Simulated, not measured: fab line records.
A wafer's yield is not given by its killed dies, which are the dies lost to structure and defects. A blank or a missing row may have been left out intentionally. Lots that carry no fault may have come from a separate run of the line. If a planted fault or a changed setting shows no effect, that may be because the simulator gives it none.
Which tool is to blame? -- flow rit cmos -- 39 wafers from 13 lots sampled at 4 of the route's 202 steps

WHAT THE GAUGES SHOWED, per wafer
RIT_PSD_TW_MEAS_10.
lot,measured,on,PSD_TW
L624,day 3 03:04,film metro-01,3449 3437 3447
L625,day 3 08:05,film metro-01,3437 3445 3449
L627,day 3 15:47,film metro-04,3512 3512 3504
L628,day 3 23:59,film metro-04,3498 3488 3511
L629,day 4 04:06,film metro-04,3504 3505 3503
L630,day 4 13:21,film metro-01,3462 3463 3468
L631,day 4 14:28,film metro-02,3424 3426 3454
L632,day 4 19:27,film metro-04,3510 3508 3503
L633,day 4 22:40,film metro-02,3449 3426 3447
L638,day 6 02:27,film metro-02,3421 3414 3414
L643,day 7 03:44,film metro-04,3500 3497 3513
L645,day 7 15:58,film metro-04,3498 3514 3494
L647,day 8 03:05,film metro-02,3383 3377 3379

RIT_M1_RS_MEAS_01: a four-point-probe measurement.
lot,measured,on,M1_AL_RS (ohm/sq)
L624,day 3 07:07,film metro-01,0.0699 0.0690 0.0695
L625,day 3 12:08,film metro-02,0.0717 0.0718 0.0707
L627,day 3 19:50,film metro-02,0.0714 0.0709 0.0712
L628,day 4 04:08,film metro-01,0.0718 0.0720 0.0716
L629,day 4 08:14,film metro-01,0.0705 0.0712 0.0705
L630,day 4 17:34,film metro-02,0.0712 0.0711 0.0710
L631,day 4 18:37,film metro-02,0.0727 0.0734 0.0724
L632,day 4 23:40,film metro-01,0.0707 0.0712 0.0701
L633,day 5 02:48,film metro-02,0.0708 0.0706 0.0702
L638,day 6 06:57,film metro-02,0.0706 0.0714 0.0711
L643,day 7 07:44,film metro-04,0.0708 0.0708 0.0702
L645,day 7 20:08,film metro-01,0.0721 0.0711 0.0711
L647,day 8 07:17,film metro-01,0.0712 0.0716 0.0705

EACH LOT AND THE TOOL THAT RAN IT (in order: tool; ch and the chambers of the sampled wafers; start)
lot,RIT_PRETRO_EXPOSE_03,RIT_SILICIDE_RTA_06
L624,"iline stepper-01 ch 0, day 2 07:42","rtp anneal-02 ch 0, day 3 04:31"
L625,"iline stepper-02 ch 0, day 2 12:03","rtp anneal-01 ch 0, day 3 09:31"
L627,"iline stepper-02 ch 0, day 2 21:43","rtp anneal-01 ch 0, day 3 17:14"
L628,"iline stepper-02 ch 0, day 3 04:23","rtp anneal-02 ch 0, day 4 01:25"
L629,"iline stepper-02 ch 0, day 3 08:21","rtp anneal-01 ch 0, day 4 05:31"
L630,"iline stepper-02 ch 0, day 3 14:11","rtp anneal-02 ch 0, day 4 14:46"
L631,"iline stepper-01 ch 0, day 3 18:35","rtp anneal-01 ch 0, day 4 15:54"
L632,"iline stepper-02 ch 0, day 3 22:18","rtp anneal-02 ch 0, day 4 20:57"
L633,"iline stepper-01 ch 0, day 4 04:52","rtp anneal-01 ch 0, day 5 00:10"
L638,"iline stepper-01 ch 0, day 5 05:38","rtp anneal-02 ch 0, day 6 04:13"
L643,"iline stepper-02 ch 0, day 6 07:31","rtp anneal-01 ch 0, day 7 05:09"
L645,"iline stepper-01 ch 0, day 6 18:55","rtp anneal-01 ch 0, day 7 17:24"
L647,"iline stepper-01 ch 0, day 7 05:24","rtp anneal-01 ch 0, day 8 04:33"
- RIT_PRETRO_EXPOSE_03: exposes mask M5, target cd 43700 nm.
- RIT_SILICIDE_RTA_06: time 10 s, ramp up 5 s, ramp down 10 s.

WHAT THE TOOLS THEMSELVES READ (means of the sampled wafers that have a number; where no wafer has one, the mark that the record gives instead)
RIT_PRETRO_EXPOSE_03.
lot,tool,focus offset nm (nm),reticle temp C (C)
L624,iline stepper-01,-0.2,23.06
L625,iline stepper-02,-0.6,22.88
L627,iline stepper-02,-0.7,22.97
L628,iline stepper-02,0.7,22.95
L629,iline stepper-02,-0.3,23.08
L630,iline stepper-02,0.3,23.02
L631,iline stepper-01,-0.2,22.96
L632,iline stepper-02,0.6,23.07
L633,iline stepper-01,-0.1,22.99
L638,iline stepper-01,-0.9,22.93
L643,iline stepper-02,-0.5,22.99
L645,iline stepper-01,0.3,22.98
L647,iline stepper-01,-0.2,23.09

RIT_SILICIDE_RTA_06.
lot,tool,anneal temp c max,wafer_temp_C_max
L624,rtp anneal-02,753.2,752.2
L625,rtp anneal-01,752.6,754.1
L627,rtp anneal-01,752.2,753.3
L628,rtp anneal-02,753.4,752.2
L629,rtp anneal-01,752.1,754.7
L630,rtp anneal-02,752.7,751.4
L631,rtp anneal-01,752.0,754.5
L632,rtp anneal-02,752.8,752.2
L633,rtp anneal-01,752.8,753.8
L638,rtp anneal-02,753.0,752.1
L643,rtp anneal-01,751.8,754.4
L645,rtp anneal-01,752.6,754.1
L647,rtp anneal-01,752.6,753.8

THE ANSWER, worked out from the rows above alone
Rule: the usual values come from the lots themselves. The widest of any qualifying gaps counts: lots, ordered by their means at a reading, are off when they make up no more than a third of the lots, leave a main group of 4 or more, and stand apart from it by 3 or more times the standard deviation of that group's means. If all means in a main group match to the digits the tables above print for the reading, that group is not used. Also off: a lot with no number at a reading for which 4 or more lots have one. All remaining lots with rows at the step are treated as sound. Order of review: gauges by route order, followed by the tools' own readings, for which a lot's mean as printed above is used. At the first step where some lot is off, the reading lying furthest off is the one used; lots without a number count as furthest.
No lot is off at any reading shown: from this, nothing can be told.

WHAT THE SIMULATOR HAD INSERTED
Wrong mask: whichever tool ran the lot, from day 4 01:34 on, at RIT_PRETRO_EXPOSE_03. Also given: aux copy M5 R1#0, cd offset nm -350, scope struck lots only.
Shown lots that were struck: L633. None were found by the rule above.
